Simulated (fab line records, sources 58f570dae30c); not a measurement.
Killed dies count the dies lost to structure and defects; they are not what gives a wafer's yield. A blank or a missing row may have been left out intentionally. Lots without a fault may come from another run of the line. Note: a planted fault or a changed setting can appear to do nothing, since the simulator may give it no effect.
Split-lot experiment || flow berkeley cmos170 || 5 lots, 23 wafers read, on a route of 331 steps

THE SPLIT
At UCB170_NWELL_COAT_07 (resist thk 900 nm), the setting resist thk nm was moved away from the recipe's 900 nm on 4 of the 23 wafers read, by -5.8% to +2.7%. For the rest of the wafers, this setting stayed at what the recipe calls for.

The file shows no step between the split and the reading.

THE READING
KrF_of_NWELL_COAT_07.thk nm (the simulator's own value, which no gauge read), in nm, at UCB170_NWELL_ETCH_13 (etches Si3N4 in CH3F/Ar/O2, stops on SiO2, target depth 246.4 nm, time 154 s). The file does not state a usual value for it. Here, 19 wafers ran the recipe; their average is 722.4 nm with a standard deviation of 4.8 nm.

{"wafer": "L079.2", "tool, chamber at the split": "litho track-01, 0", "resist thk nm as run, nm": 900, "against the recipe": "recipe", "KrF_of_NWELL_COAT_07.thk nm, nm": 724.6, "against lot-mates on the recipe": "-"}
{"wafer": "L079.3", "tool, chamber at the split": "litho track-01, 0", "resist thk nm as run, nm": 900, "against the recipe": "recipe", "KrF_of_NWELL_COAT_07.thk nm, nm": 723.2, "against lot-mates on the recipe": "-"}
{"wafer": "L079.6", "tool, chamber at the split": "litho track-01, 0", "resist thk nm as run, nm": 900, "against the recipe": "recipe", "KrF_of_NWELL_COAT_07.thk nm, nm": 726.1, "against lot-mates on the recipe": "-"}
{"wafer": "L080.2", "tool, chamber at the split": "litho track-01, 0", "resist thk nm as run, nm": 900, "against the recipe": "recipe", "KrF_of_NWELL_COAT_07.thk nm, nm": 721.8, "against lot-mates on the recipe": "-"}
{"wafer": "L080.3", "tool, chamber at the split": "litho track-01, 0", "resist thk nm as run, nm": 900, "against the recipe": "recipe", "KrF_of_NWELL_COAT_07.thk nm, nm": 712.1, "against lot-mates on the recipe": "-"}
{"wafer": "L080.4", "tool, chamber at the split": "litho track-01, 0", "resist thk nm as run, nm": 924.1, "against the recipe": "+2.7%", "KrF_of_NWELL_COAT_07.thk nm, nm": 737.1, "against lot-mates on the recipe": "+19.7"}
{"wafer": "L080.5", "tool, chamber at the split": "litho track-01, 0", "resist thk nm as run, nm": 900, "against the recipe": "recipe", "KrF_of_NWELL_COAT_07.thk nm, nm": 718.4, "against lot-mates on the recipe": "-"}
{"wafer": "L080.6", "tool, chamber at the split": "litho track-01, 0", "resist thk nm as run, nm": 924.1, "against the recipe": "+2.7%", "KrF_of_NWELL_COAT_07.thk nm, nm": 740.1, "against lot-mates on the recipe": "+22.7"}
{"wafer": "L083.1", "tool, chamber at the split": "litho track-02, 0", "resist thk nm as run, nm": 900, "against the recipe": "recipe", "KrF_of_NWELL_COAT_07.thk nm, nm": 718.4, "against lot-mates on the recipe": "-"}
{"wafer": "L083.2", "tool, chamber at the split": "litho track-02, 0", "resist thk nm as run, nm": 900, "against the recipe": "recipe", "KrF_of_NWELL_COAT_07.thk nm, nm": 723.5, "against lot-mates on the recipe": "-"}
{"wafer": "L083.6", "tool, chamber at the split": "litho track-02, 0", "resist thk nm as run, nm": 900, "against the recipe": "recipe", "KrF_of_NWELL_COAT_07.thk nm, nm": 723.5, "against lot-mates on the recipe": "-"}
{"wafer": "L083.4", "tool, chamber at the split": "litho track-02, 0", "resist thk nm as run, nm": 900, "against the recipe": "recipe", "KrF_of_NWELL_COAT_07.thk nm, nm": 715.8, "against lot-mates on the recipe": "-"}
{"wafer": "L083.5", "tool, chamber at the split": "litho track-02, 0", "resist thk nm as run, nm": 900, "against the recipe": "recipe", "KrF_of_NWELL_COAT_07.thk nm, nm": 717.1, "against lot-mates on the recipe": "-"}
{"wafer": "L084.1", "tool, chamber at the split": "litho track-02, 0", "resist thk nm as run, nm": 847.8, "against the recipe": "-5.8%", "KrF_of_NWELL_COAT_07.thk nm, nm": 669.2, "against lot-mates on the recipe": -53.4}
{"wafer": "L084.2", "tool, chamber at the split": "litho track-02, 0", "resist thk nm as run, nm": 847.8, "against the recipe": "-5.8%", "KrF_of_NWELL_COAT_07.thk nm, nm": 663.3, "against lot-mates on the recipe": -59.3}
{"wafer": "L084.3", "tool, chamber at the split": "litho track-02, 0", "resist thk nm as run, nm": 900, "against the recipe": "recipe", "KrF_of_NWELL_COAT_07.thk nm, nm": 727.3, "against lot-mates on the recipe": "-"}
{"wafer": "L084.4", "tool, chamber at the split": "litho track-02, 0", "resist thk nm as run, nm": 900, "against the recipe": "recipe", "KrF_of_NWELL_COAT_07.thk nm, nm": 716.3, "against lot-mates on the recipe": "-"}
{"wafer": "L084.6", "tool, chamber at the split": "litho track-02, 0", "resist thk nm as run, nm": 900, "against the recipe": "recipe", "KrF_of_NWELL_COAT_07.thk nm, nm": 724.3, "against lot-mates on the recipe": "-"}
{"wafer": "L085.1", "tool, chamber at the split": "litho track-03, 0", "resist thk nm as run, nm": 900, "against the recipe": "recipe", "KrF_of_NWELL_COAT_07.thk nm, nm": 725.8, "against lot-mates on the recipe": "-"}
{"wafer": "L085.3", "tool, chamber at the split": "litho track-03, 0", "resist thk nm as run, nm": 900, "against the recipe": "recipe", "KrF_of_NWELL_COAT_07.thk nm, nm": 728.6, "against lot-mates on the recipe": "-"}
{"wafer": "L085.4", "tool, chamber at the split": "litho track-03, 0", "resist thk nm as run, nm": 900, "against the recipe": "recipe", "KrF_of_NWELL_COAT_07.thk nm, nm": 729.6, "against lot-mates on the recipe": "-"}
{"wafer": "L085.5", "tool, chamber at the split": "litho track-03, 0", "resist thk nm as run, nm": 900, "against the recipe": "recipe", "KrF_of_NWELL_COAT_07.thk nm, nm": 728.2, "against lot-mates on the recipe": "-"}
{"wafer": "L085.6", "tool, chamber at the split": "litho track-03, 0", "resist thk nm as run, nm": 900, "against the recipe": "recipe", "KrF_of_NWELL_COAT_07.thk nm, nm": 721.6, "against lot-mates on the recipe": "-"}

FIT RESULTS
A straight line over all 23 wafers: KrF_of_NWELL_COAT_07.thk nm changes by +8.97 nm for each +1% of resist thk nm; r = +0.96; the points scatter about the line by 5.3 nm.
The same after taking each lot's own level away (the mean of its wafers on the recipe; 23 wafers): +9.36 nm for each +1%; r = +0.98; scatter 3.6 nm.
Per that fit: largest resist thk nm move, reading shift of 54 nm.
The span of the lots' own levels, 717.43 to 726.76 nm, comes to 2.0 times the standard deviation stated above.
Hence the lot-to-lot level has little effect on the slope; both slopes agree.
Check: -55.9 nm against its lot-mates is what the line predicts for one of the wafers moved furthest among these (-5.8%) when that wafer is left out of the fit. Against them it came out at -53.4 nm.

FURTHER SPLITS ON THESE WAFERS
Before the reading, these wafers also passed through other splits. Each is held against what the fit with the lots' levels taken away leaves over:
{"other split on the same wafers": "UCB170_NWELL_CVD_04 sih2cl2 flow sccm", "wafers away from the commonest value": 10, "r with KrF_of_NWELL_COAT_07.thk nm (lot level and that fit taken away)": "+0.01"}

THE WHOLE CHAIN: every reading that the file lists as answering this split, in the file's order
{"step": "UCB170_NWELL_COAT_07", "what it does": "resist thk 900 nm", "reading": "KrF_of_NWELL_COAT_07.thk nm (the simulator's own value, which no gauge read)", "change (the file's fit)": "+8.85 nm for each +1% of the setting", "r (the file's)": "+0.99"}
{"step": "UCB170_NWELL_ETCH_13", "what it does": "etches Si3N4 in CH3F/Ar/O2, stops on SiO2, target depth 246.4 nm, time 154 s", "reading": "KrF_of_NWELL_COAT_07.thk nm (the simulator's own value, which no gauge read)", "change (the file's fit)": "+9.39 nm for each +1% of the setting", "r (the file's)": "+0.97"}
{"step": "UCB170_NWELL_STRIP_15", "what it does": "strips in O2", "reading": "strip time to endpoint s", "change (the file's fit)": "withheld for each +1% of the setting", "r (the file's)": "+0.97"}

THE FILE'S OWN FIT
KrF_of_NWELL_COAT_07.thk nm changes by +9.39 nm for each +1% of resist thk nm, r = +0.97.
